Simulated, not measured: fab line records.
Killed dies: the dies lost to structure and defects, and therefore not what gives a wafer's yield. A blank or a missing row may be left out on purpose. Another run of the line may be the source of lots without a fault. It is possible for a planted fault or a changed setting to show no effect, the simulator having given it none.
Which of the tools did it?	flow berkeley_cmos170	Sampling: 13 lots, 39 wafers, 3 of 331 route steps

== WHAT EACH GAUGE READ, for each wafer ==
UCB170_NSD_TW_MEAS_10. Usual: NSD_TW gives 4214 (standard deviation 28).
lot	measured	on	NSD_TW	flag
L960	day 6 10:16	film_metro-02	4180 4198 4184	
L961	day 6 10:30	film_metro-03	4201 4213 4208	
L964	day 7 10:35	film_metro-03	4231 4241 4225	
L966	day 7 19:36	film_metro-03	30 30 30	OFF
L967	day 8 14:45	film_metro-01	4215 4209 4232	
L974	day 9 14:37	film_metro-01	4231 4273 4229	
L976	day 9 15:58	film_metro-01	4251 4256 4246	
L972	day 9 16:18	film_metro-01	4253 4245 4252	
L973	day 9 16:42	film_metro-03	4202 4211 4209	
L978	day 10 06:29	film_metro-02	4187 4192 4196	
L979	day 10 14:16	film_metro-02	4169 4167 4194	
L981	day 11 06:31	film_metro-03	4177 4170 4171	
L982	day 11 06:37	film_metro-02	4190 4206 4181	

== TOOL THAT RAN EACH LOT (tool first, then ch and the chambers of the sampled wafers, then the start) ==
lot	UCB170_PSD_STRIP_09	UCB170_NSD_STRIP_09
L960	plasma_asher-03 ch 0,1, day 6 08:16	plasma_asher-03 ch 0,1, day 6 10:10
L961	plasma_asher-03 ch 0,1, day 6 08:30	plasma_asher-01 ch 1, day 6 10:24
L964	plasma_asher-02 ch 0,1, day 7 08:52	plasma_asher-04 ch 0,1, day 7 10:29
L966	plasma_asher-02 ch 1, day 7 17:53	plasma_asher-01 ch 1, day 7 19:30
L967	plasma_asher-01 ch 0,1, day 8 12:04	plasma_asher-01 ch 0,1, day 8 14:39
L974	plasma_asher-03 ch 0,1, day 9 09:04	plasma_asher-04 ch 0,1, day 9 14:31
L976	plasma_asher-01 ch 1, day 9 14:04	plasma_asher-03 ch 0,1, day 9 15:52
L972	plasma_asher-03 ch 0,1, day 9 14:10	plasma_asher-04 ch 0,1, day 9 16:13
L973	plasma_asher-03 ch 0,1, day 9 14:22	plasma_asher-01 ch 0,1, day 9 16:35
L978	plasma_asher-03 ch 0,1, day 10 03:56	plasma_asher-03 ch 0,1, day 10 06:23
L979	plasma_asher-03 ch 0,1, day 10 12:27	plasma_asher-01 ch 0,1, day 10 14:06
L981	plasma_asher-02 ch 0,1, day 11 04:06	plasma_asher-01 ch 0,1, day 11 06:25
L982	plasma_asher-02 ch 0, day 11 04:26	plasma_asher-03 ch 0,1, day 11 06:31
- UCB170_PSD_STRIP_09: strips in O2.
- UCB170_NSD_STRIP_09: strips in O2.

== WHAT THE TOOLS THEMSELVES READ (means of the sampled wafers that have a number; where no wafer has one, the mark that the record gives instead) ==
UCB170_PSD_STRIP_09. Usual: drypump_motor_current_A 5.9 A, standard deviation 0.56; oes_product_au 0.600 a.u., standard deviation 0.0043; strip_time_to_endpoint_s 29.38 s, standard deviation 0.072.
lot	tool	drypump_motor_current_A (A)	oes_product_au (a.u.)	strip_time_to_endpoint_s (s)	flag
L960	plasma_asher-03	5.7	0.607	29.38	
L961	plasma_asher-03	5.7	0.598	29.37	
L964	plasma_asher-02	6.6	0.602	29.44	
L966	plasma_asher-02	6.6	0.438	-	OFF
L967	plasma_asher-01	5.3	0.603	29.43	
L974	plasma_asher-03	5.5	0.600	29.40	
L976	plasma_asher-01	5.8	0.603	29.39	
L972	plasma_asher-03	5.7	0.599	29.37	
L973	plasma_asher-03	5.7	0.601	29.29	
L978	plasma_asher-03	5.5	0.596	29.40	
L979	plasma_asher-03	5.7	0.597	29.35	
L981	plasma_asher-02	6.5	0.602	29.32	
L982	plasma_asher-02	6.5	0.604	29.32	

UCB170_NSD_STRIP_09. Usual: drypump_motor_current_A 5.5 A, standard deviation 0.34; oes_product_au 0.534 a.u., standard deviation 0.0042; strip_time_to_endpoint_s 35.84 s, standard deviation 0.082.
lot	tool	drypump_motor_current_A (A)	oes_product_au (a.u.)	strip_time_to_endpoint_s (s)	flag
L960	plasma_asher-03	5.7	0.534	35.72	
L961	plasma_asher-01	5.8	0.532	35.85	
L964	plasma_asher-04	5.3	0.537	35.93	
L966	plasma_asher-01	5.8	0.605	56.32	OFF
L967	plasma_asher-01	5.3	0.536	35.80	
L974	plasma_asher-04	5.2	0.536	35.95	
L976	plasma_asher-03	5.7	0.538	35.81	
L972	plasma_asher-04	5.3	0.534	35.88	
L973	plasma_asher-01	5.5	0.535	35.82	
L978	plasma_asher-03	5.7	0.530	35.75	
L979	plasma_asher-01	5.3	0.532	35.88	
L981	plasma_asher-01	5.5	0.535	35.78	
L982	plasma_asher-03	5.7	0.533	35.92	

== THE ANSWER, worked out from the rows above alone ==
Rule: a lot is off if the mean of its wafers that have a number lies more than 3 standard deviations from the usual mean. Also off: a lot with no number at a reading for which 4 or more lots have one. Any other lot the step has rows for is counted as sound. After the gauges, taken in route order, come the tools' own readings; for these a lot's mean is taken, as printed above. The first step at which some lot is off is used, and at that step the reading that is off furthest; a lot without a number counts as furthest.
Off: L966, seen at UCB170_NSD_TW_MEAS_10 (NSD_TW).
If a tool, at a process step before that reading, ran all the lots that are off and no sound lot after the first of them, it fits. The gauges at UCB170_NSD_TW_MEAS_10 aren't tried: what is off there is off at UCB170_PSD_STRIP_09 too, on other tools, and a gauge's error can't cause that. Of those tried, none fits.

== WHAT THE SIMULATOR HAD INSERTED ==
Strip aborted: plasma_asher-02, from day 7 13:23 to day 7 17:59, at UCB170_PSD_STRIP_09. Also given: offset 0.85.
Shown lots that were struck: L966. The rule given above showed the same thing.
